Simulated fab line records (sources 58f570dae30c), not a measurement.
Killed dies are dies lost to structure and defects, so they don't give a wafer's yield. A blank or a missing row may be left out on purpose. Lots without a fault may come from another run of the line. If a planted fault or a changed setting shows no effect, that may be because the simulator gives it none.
A lot that was struck, set against a sound lot || flow berkeley_cmos170 || 44 out of 331 route steps
Sound: wafers L880.1, L880.2, L880.6. The struck wafers were L889.1, L889.4, L889.5. The cause comes at the end.
Per side, at each step with rows, come the tool, then ch with its chambers, and then its first start. Under that, the readings that differ: sound wafers || struck wafers || difference of the means || sigmas: that difference in standard deviations of wafers without a fault.
alike: readings with means less than 2 such deviations apart, plus words and numbers identical on both sides. not compared: withheld readings, readings lacking a value on some wafer, bounds such as >300 that could conceal the same value, and numbers that have no deviation in the record and whose values overlap.
A row with sigmas, a row that says differs or no value, or rows on one side alone: a step with any of these is where the two part. Non-overlapping numbers with no deviation appear without sigmas and do not part them. A reading that every wafer of one side lacks parts them only if that side has two wafers or more.

first, 3 steps without rows for these wafers: UCB170_NLDD_EXPOSE_03 (exposes mask NSELECT, target cd 1200 nm); UCB170_NLDD_PEB_04; UCB170_NLDD_DEVELOP_05 (develop time 42.84 s).
UCB170_NLDD_CD_MEAS_06 targets a cd of 1200 nm.
  struck on cd_sem-02, day 9 19:16; sound on cd_sem-02, day 8 05:10
  alike: cd_nm
UCB170_NLDD_OVL_MEAS_07:
  struck on overlay-01, day 9 19:23; sound on overlay-01, day 8 05:17
  alike: NLDD_OVL
then, 2 steps without rows for these wafers: UCB170_NLDD_IMPLANT_08; UCB170_NLDD_IMPLANT_09.
UCB170_NLDD_STRIP_10: strips in O2.
  sound on plasma_asher-02 ch 0,1, day 8 05:37; struck on plasma_asher-04 ch 0,1, day 9 19:43
  alike: drypump_motor_current_A, oes_product_au, strip_time_to_endpoint_s
  not compared: rf_hours_counter_h
UCB170_NLDD_TW_MEAS_11:
  struck on film_metro-02, day 9 19:49; sound on film_metro-01, day 8 05:43
  alike: NLDD_TW
then, 1 step without rows for these wafers: UCB170_NLDD_CLEAN_12 (cleans in SPM, time 600 s).
UCB170_SPACER_CVD_00: deposits SiO2 from TEOS/O2, target thk 376 nm, time 47 s.
  sound on pecvd-03 ch 0,2, day 8 05:57; struck on pecvd-04 ch 0,1, day 9 20:03
  alike: heater_power_w
UCB170_SPACER_THK_MEAS_01:
  struck on film_metro-04, day 9 20:06; sound on film_metro-03, day 8 06:00
  alike: SPACER_TEOS_THK
UCB170_SPACER_ANNEAL_02: time 1800 s.
  sound on furnace-01 ch 0, day 8 09:55; struck on furnace-02 ch 0, day 10 02:41
{"reading": "spike_tc_centre_C (C)", "sound": "904.5 903.1 902.3", "struck": "952.1 952.7 952.5", "difference": "+49.1", "sigmas": "+45"}
{"reading": "spike_tc_load_C (C)", "sound": "925.3 927.7 927.7", "struck": "973.7 971.8 973.7", "difference": "+46.2", "sigmas": "+20"}
{"reading": "spike_tc_source_C (C)", "sound": "922.7 925.3 924.6", "struck": "973.0 973.2 971.1", "difference": "+48.2", "sigmas": "+25"}
{"reading": "tube_center_temp_C (C)", "sound": "899.9 899.95 900.13", "struck": "950.21 949.77 950.17", "difference": "+50.06", "sigmas": "+99 or more"}
{"reading": "tube_center_temp_C_max", "sound": "901.5 902.0 902.2", "struck": "952.1 952.3 952.4", "difference": "+50.4", "sigmas": "+99 or more"}
{"reading": "zone_power_source_pct (%)", "sound": "24.2 24.4 24.2", "struck": "31.1 31.9 31.3", "difference": "+7.2", "sigmas": "+4"}
then, 7 steps without rows for these wafers: UCB170_SPACER_ETCHBACK_03 (etches SiO2 in CHF3/CF4/Ar, stops on Si, target depth 376 nm, time 100 s); UCB170_PSD_HMDS_00 (prime time 60 s); UCB170_PSD_COAT_01 (resist thk 900 nm); UCB170_PSD_SOFTBAKE_02 (time 60 s); UCB170_PSD_EXPOSE_03 (exposes mask PSELECT MOD, target cd 1200 nm); UCB170_PSD_PEB_04; UCB170_PSD_DEVELOP_05 (develop time 45 s).
UCB170_PSD_CD_MEAS_06 targets a cd of 1200 nm.
  struck on cd_sem-02, day 10 05:28; sound on cd_sem-01, day 8 12:43
  alike: cd_nm
UCB170_PSD_OVL_MEAS_07:
  struck on overlay-02, day 10 05:35; sound on overlay-02, day 8 12:50
  alike: PSD_OVL
after that, 1 step had no rows for these wafers: UCB170_PSD_IMPLANT_08.
UCB170_PSD_STRIP_09: strips in O2.
  sound on plasma_asher-03 ch 0,1, day 8 13:02; struck on plasma_asher-02 ch 0,1, day 10 05:46
  alike: drypump_motor_current_A, oes_product_au, strip_time_to_endpoint_s
  not compared: rf_hours_counter_h
UCB170_PSD_TW_MEAS_10:
  struck on film_metro-02, day 10 05:52; sound on film_metro-03, day 8 13:08
  alike: PSD_TW
then, 7 steps without rows for these wafers: UCB170_PSD_CLEAN_11 (cleans in SPM, time 600 s); UCB170_NSD_HMDS_00 (prime time 60 s); UCB170_NSD_COAT_01 (resist thk 900 nm); UCB170_NSD_SOFTBAKE_02 (time 60 s); UCB170_NSD_EXPOSE_03 (exposes mask NSELECT MOD, target cd 1200 nm); UCB170_NSD_PEB_04; UCB170_NSD_DEVELOP_05 (develop time 45 s).
UCB170_NSD_CD_MEAS_06 targets a cd of 1200 nm.
  struck on cd_sem-02, day 10 07:26; sound on cd_sem-02, day 8 14:22
  alike: cd_nm
UCB170_NSD_OVL_MEAS_07:
  struck on overlay-01, day 10 07:33; sound on overlay-02, day 8 14:29
  alike: NSD_OVL
after that, 1 step had no rows for these wafers: UCB170_NSD_IMPLANT_08.
UCB170_NSD_STRIP_09: strips in O2.
  sound on plasma_asher-01 ch 0,1, day 8 14:40; struck on plasma_asher-03 ch 0,1, day 10 07:44
  alike: drypump_motor_current_A, oes_product_au, strip_time_to_endpoint_s
  not compared: rf_hours_counter_h
UCB170_NSD_TW_MEAS_10:
  struck on film_metro-01, day 10 07:50; sound on film_metro-01, day 8 14:46
  alike: NSD_TW
then, 4 steps without rows for these wafers: UCB170_NSD_CLEAN_11 (cleans in SPM, time 600 s); UCB170_BACKSIDE_HMDS_00 (prime time 60 s); UCB170_BACKSIDE_COAT_01 (resist thk 900 nm); UCB170_BACKSIDE_SOFTBAKE_02 (time 60 s).
UCB170_BACKSIDE_STRIP_03: strips in O2.
  sound on plasma_asher-01 ch 0,1, day 8 15:30; struck on plasma_asher-03 ch 1, day 10 08:39
  alike: drypump_motor_current_A, oes_product_au, strip_time_to_endpoint_s
  not compared: rf_hours_counter_h
UCB170_SDANNEAL_RS_MEAS_04: the measuring method here is four-point-probe.
  struck on film_metro-03, day 10 09:37; sound on film_metro-02, day 8 16:08
{"reading": "PLDD_RS (ohm/sq)", "sound": "1030.7 1030.1 1029.3", "struck": "897.2 898.0 899.4", "difference": -131.8, "sigmas": -47}
  not compared: hold
UCB170_M3_PROBE_99:
  the record has rows for the sound wafers here (prober-01, day 9 15:59) and none for the struck ones

## WHERE THEY PART
At UCB170_SPACER_ANNEAL_02 first; at UCB170_M3_PROBE_99 last (within this record only).

WHY: what the simulator had put in
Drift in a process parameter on furnace-02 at UCB170_SPACER_ANNEAL_02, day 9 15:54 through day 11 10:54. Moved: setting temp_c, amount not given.
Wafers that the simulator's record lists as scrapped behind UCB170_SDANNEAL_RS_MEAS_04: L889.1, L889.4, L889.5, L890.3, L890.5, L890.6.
